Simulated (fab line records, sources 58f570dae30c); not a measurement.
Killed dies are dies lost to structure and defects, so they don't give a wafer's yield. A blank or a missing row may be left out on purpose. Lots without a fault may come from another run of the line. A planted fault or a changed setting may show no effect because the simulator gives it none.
A struck lot beside a sound one | flow berkeley_cmos170 | 20 steps out of a route of 331
Sound: wafers L196.1, L196.2, L196.5. Struck: wafers L209.2, L209.4, L209.5. The cause comes at the end.
At each step with rows: each side's tool, then ch and its chambers, then its first start. Under that, the readings that differ: sound wafers | struck wafers | difference of the means | sigmas: that difference in standard deviations of wafers without a fault.
alike: readings whose means differ by less than 2 such deviations, and words and numbers that are the same on both sides. not compared: withheld readings, readings that some wafer has no value for, bounds like >300 that may hide the same value, and numbers for which the record gives no deviation and whose values overlap.
The two part at a step that has a row with sigmas, a row that says differs or no value, or rows on one side only. Numbers that don't overlap but have no deviation are shown without sigmas and don't part them. A reading that every wafer of one side lacks parts them only if that side has two wafers or more.

UCB170_PLDD_CD_MEAS_06: target cd 1200 nm.
  sound on cd_sem-02, day 7 09:39; struck on cd_sem-02, day 10 07:02
  alike: cd_nm
UCB170_PLDD_OVL_MEAS_07:
  sound on overlay-02, day 7 09:46; struck on overlay-02, day 10 07:08
  alike: PLDD_OVL
then, 2 steps without rows for these wafers: UCB170_PLDD_IMPLANT_08; UCB170_PLDD_IMPLANT_09.
UCB170_PLDD_STRIP_10: strips in O2.
  sound on plasma_asher-03 ch 0,1, day 7 10:07; struck on plasma_asher-03 ch 0,1, day 10 07:28
  alike: drypump_motor_current_A, oes_product_au, strip_time_to_endpoint_s
  not compared: rf_hours_counter_h
UCB170_PLDD_TW_MEAS_11:
  sound on film_metro-01, day 7 10:13; struck on film_metro-01, day 10 07:35
  alike: PLDD_TW
then, 6 steps without rows for these wafers: UCB170_PLDD_CLEAN_12 (cleans in SPM, time 600 s); UCB170_NLDD_HMDS_00 (prime time 60 s); UCB170_NLDD_COAT_01 (resist thk 900 nm); UCB170_NLDD_SOFTBAKE_02 (time 60 s); UCB170_NLDD_EXPOSE_03 (exposes mask NSELECT, target cd 1200 nm); UCB170_NLDD_PEB_04.
UCB170_NLDD_DEVELOP_05: develop time 45 s.
  sound on litho_track-02 ch 0, day 7 11:00; struck on litho_track-02 ch 0, day 10 09:00
UCB170_NLDD_OVL_MEAS_07:
  sound on overlay-01, day 7 11:47; struck on overlay-02, day 10 09:58
  reading       | sound   | struck  | difference | sigmas
  NLDD_OVL (nm) | 13 17 7 | -7 -4 0 | -16        | -3
then, 2 steps without rows for these wafers: UCB170_NLDD_IMPLANT_08; UCB170_NLDD_IMPLANT_09.
UCB170_NLDD_STRIP_10: strips in O2.
  sound on plasma_asher-02 ch 0,1, day 7 12:07; struck on plasma_asher-01 ch 0,1, day 10 10:17
  reading                      | sound             | struck            | difference | sigmas
  strip_time_to_endpoint_s (s) | 21.64 21.63 21.58 | 21.74 21.79 21.77 | +0.15      | +2
  alike: drypump_motor_current_A, oes_product_au
  not compared: rf_hours_counter_h
UCB170_NLDD_TW_MEAS_11:
  sound on film_metro-03, day 7 12:13; struck on film_metro-03, day 10 10:24
  reading | sound          | struck   | difference | sigmas
  NLDD_TW | 2205 2198 2197 | 30 30 30 | -2170      | -99 or more
then, 1 step without rows for these wafers: UCB170_NLDD_CLEAN_12 (cleans in SPM, time 600 s).
UCB170_M3_PROBE_99:
  the record has rows for the sound wafers here (prober-01, day 8 23:29) and none for the struck ones

WHERE THEY PART
First at UCB170_NLDD_OVL_MEAS_07; last, within this record, at UCB170_M3_PROBE_99.

WHY: what the simulator had put in
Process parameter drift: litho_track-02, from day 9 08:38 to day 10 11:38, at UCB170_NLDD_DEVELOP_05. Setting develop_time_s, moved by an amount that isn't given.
